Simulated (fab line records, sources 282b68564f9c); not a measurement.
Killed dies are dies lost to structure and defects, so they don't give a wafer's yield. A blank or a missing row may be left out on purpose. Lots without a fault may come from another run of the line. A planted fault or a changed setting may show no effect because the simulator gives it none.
Problem report in the 8D (eight disciplines) form, filled by code | flow rit_cmos | the parts of the form that need people (team, actions taken, sign-off) are left out

1. THE PROBLEM
SILICIDE_TI_RS at RIT_SILICIDE_RS_MEAS_02 reads a mean of 84.8 ohm/sq on 6 wafers of 2 lots; wafers without a fault read 48.2 ohm/sq with a standard deviation of 0.74. That is +49 standard deviations from the usual mean.
The step: measures by four-point-probe.
First seen on wafer L793.3, day 4 03:55, on film_metro-03. The record holds 39 wafers of 13 lots with a number at this step. Rule for "out", or "out of limits": more than 4 standard deviations from the usual mean. The other wafers with a number count as sound.

2. WHAT IT IS AND WHAT IT IS NOT
question                    | is                           | is not
which readings at this step | SILICIDE_TI_RS               | -
which lots                  | L793, L795                   | L788, L789, L792, L796, L798, L800, L802, L804, L806, L808, L810
which wafers of those lots  | all that have a number       | -
read on which gauges        | film_metro-03, film_metro-04 | film_metro-01
when                        | from day 4 03:55             | up to then (9 sound wafers); but 24 sound wafers of L796, L798, L800, L802, L804, L806, L808, L810 came after

3. SUSPECTS, AND WHAT RULES EACH OUT
Counting: a tool at a process step up to the reading stays a suspect if it ran every lot that is out and no sound lot after the first of them.
- the gauge at RIT_SILICIDE_RS_MEAS_02: ruled out. The wafers that are out were read on 2 gauges (film_metro-03, film_metro-04).
- pvd_sputter-04 at RIT_SILICIDE_SPUTTER_01 (material Ti, target thk 30 nm, time 240 s): kept. It ran every lot that is out, first L793 (day 4 03:44), and no sound lot after that; its last sound lot up to then is L789 (day 3 07:36).
Left after counting: pvd_sputter-04 at RIT_SILICIDE_SPUTTER_01.

4. THE CAUSE (what the simulator had put in)
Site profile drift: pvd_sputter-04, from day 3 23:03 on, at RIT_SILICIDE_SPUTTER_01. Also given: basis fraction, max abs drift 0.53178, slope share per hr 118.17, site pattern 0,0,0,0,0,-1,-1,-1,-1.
Counting left only this tool.

5. THE CHAIN OF EFFECTS, in route order
Each row: a reading whose mean over the struck wafers that have a number lies more than 3 standard deviations from the usual. Only readings for which the record gives a usual standard deviation are gone through. hours: the time from each lot's start at the first step in this table that gives one to its start at this step, as a median over the lots. sigmas: the change in usual standard deviations.
hours | step                     | reading         | usual       | on struck wafers | change | sigmas
0     | RIT_SILICIDE_RS_MEAS_02  | SILICIDE_TI_RS  | 48.2 ohm/sq | 84.8             | +36.6  | +49
0     | RIT_SILICIDE_THK_MEAS_03 | SILICIDE_TI_THK | 29.7 nm     | 22.6             | -7.1   | -20

6. WHAT WOULD HAVE CAUGHT IT SOONER
In this record the first reading out of limits at a measuring or inspecting step was taken at day 4 03:55, 5 hours after the fault began at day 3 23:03.
Of the tool readings at RIT_SILICIDE_SPUTTER_01 for which the record gives a usual standard deviation, none was out on any struck wafer, so an alarm limit of 4 standard deviations on them would not have fired.
Of the lots that are out (2), L795 began RIT_SILICIDE_SPUTTER_01 on pvd_sputter-04 after day 4 03:55. A hold on the tool at that time would have spared it.
